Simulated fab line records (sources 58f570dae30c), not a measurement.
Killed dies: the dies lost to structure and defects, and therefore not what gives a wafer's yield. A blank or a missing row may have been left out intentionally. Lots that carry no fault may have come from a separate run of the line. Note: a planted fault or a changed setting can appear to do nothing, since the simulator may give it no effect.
Which tool was responsible? / flow berkeley-cmos170 / 7 lots with 21 wafers sampled at 2 steps, on a route of 331 steps

== WHAT THE GAUGES READ, wafer by wafer ==
UCB170_ACTIVE_THK_MEAS_06.
lot=L363; measured=day 5 06:29; on=film-metro-04; ACTIVE_NITRIDE_THK (nm)=223.7 223.6 224.1
lot=L365; measured=day 5 13:57; on=film-metro-01; ACTIVE_NITRIDE_THK (nm)=218.0 220.2 215.6
lot=L367; measured=day 6 07:38; on=film-metro-04; ACTIVE_NITRIDE_THK (nm)=220.0 219.8 222.0
lot=L369; measured=day 6 13:11; on=film-metro-04; ACTIVE_NITRIDE_THK (nm)=222.8 221.5 223.2
lot=L371; measured=day 6 23:12; on=film-metro-01; ACTIVE_NITRIDE_THK (nm)=274.2 271.8 271.9
lot=L373; measured=day 7 10:59; on=film-metro-03; ACTIVE_NITRIDE_THK (nm)=276.0 275.3 275.0
lot=L377; measured=day 8 07:41; on=film-metro-01; ACTIVE_NITRIDE_THK (nm)=220.0 220.8 218.7

== TOOL THAT RAN EACH LOT (tool first, then ch and the chambers of the sampled wafers, then the start) ==
lot=L363; UCB170_ACTIVE_CVD_05=lpcvd-01 ch 1, day 5 04:34
lot=L365; UCB170_ACTIVE_CVD_05=lpcvd-02 ch 1, day 5 12:01
lot=L367; UCB170_ACTIVE_CVD_05=lpcvd-02 ch 0, day 6 05:42
lot=L369; UCB170_ACTIVE_CVD_05=lpcvd-02 ch 0, day 6 11:11
lot=L371; UCB170_ACTIVE_CVD_05=lpcvd-02 ch 1, day 6 21:17
lot=L373; UCB170_ACTIVE_CVD_05=lpcvd-02 ch 1, day 7 09:00
lot=L377; UCB170_ACTIVE_CVD_05=lpcvd-01 ch 0, day 8 05:45
- UCB170_ACTIVE_CVD_05: deposits Si3N4 from SiH2Cl2/NH3, target thk 220 nm, time 3300 s.

== THE ANSWER, worked out from the rows above alone ==
Rule: the lots themselves supply what counts as usual. The widest of any qualifying gaps counts: lots, ordered by their means at a reading, are off when they make up no more than a third of the lots, leave a main group of 4 or more, and stand apart from it by 3 or more times the standard deviation of that group's means. A main group is skipped when, at the precision printed for the reading in the tables above, its means are all equal. Also off: a lot with no number at a reading for which 4 or more lots have one. The other lots that the step has rows for count as sound.
Off: L371, L373, at UCB170_ACTIVE_THK_MEAS_06 (ACTIVE_NITRIDE_THK). Mean 220.9 nm and standard deviation 2 in the main group.
A tool fits if, at a process step before that reading, it ran every lot that is off, and no sound lot after the first of them. The gauges at UCB170_ACTIVE_THK_MEAS_06 are tried like those tools. One fits: UCB170_ACTIVE_CVD_05 on lpcvd-02. A fault onset in the window from L369 (day 6 11:11, its last sound lot) to L371 (day 6 21:17, its first lot off) fits.

== WHAT THE SIMULATOR PUT IN ==
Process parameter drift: lpcvd-02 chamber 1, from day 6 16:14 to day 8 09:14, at UCB170_ACTIVE_CVD_05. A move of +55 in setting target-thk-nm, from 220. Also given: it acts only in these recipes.
Shown lots that were struck: L371, L373. The rule above found the same.
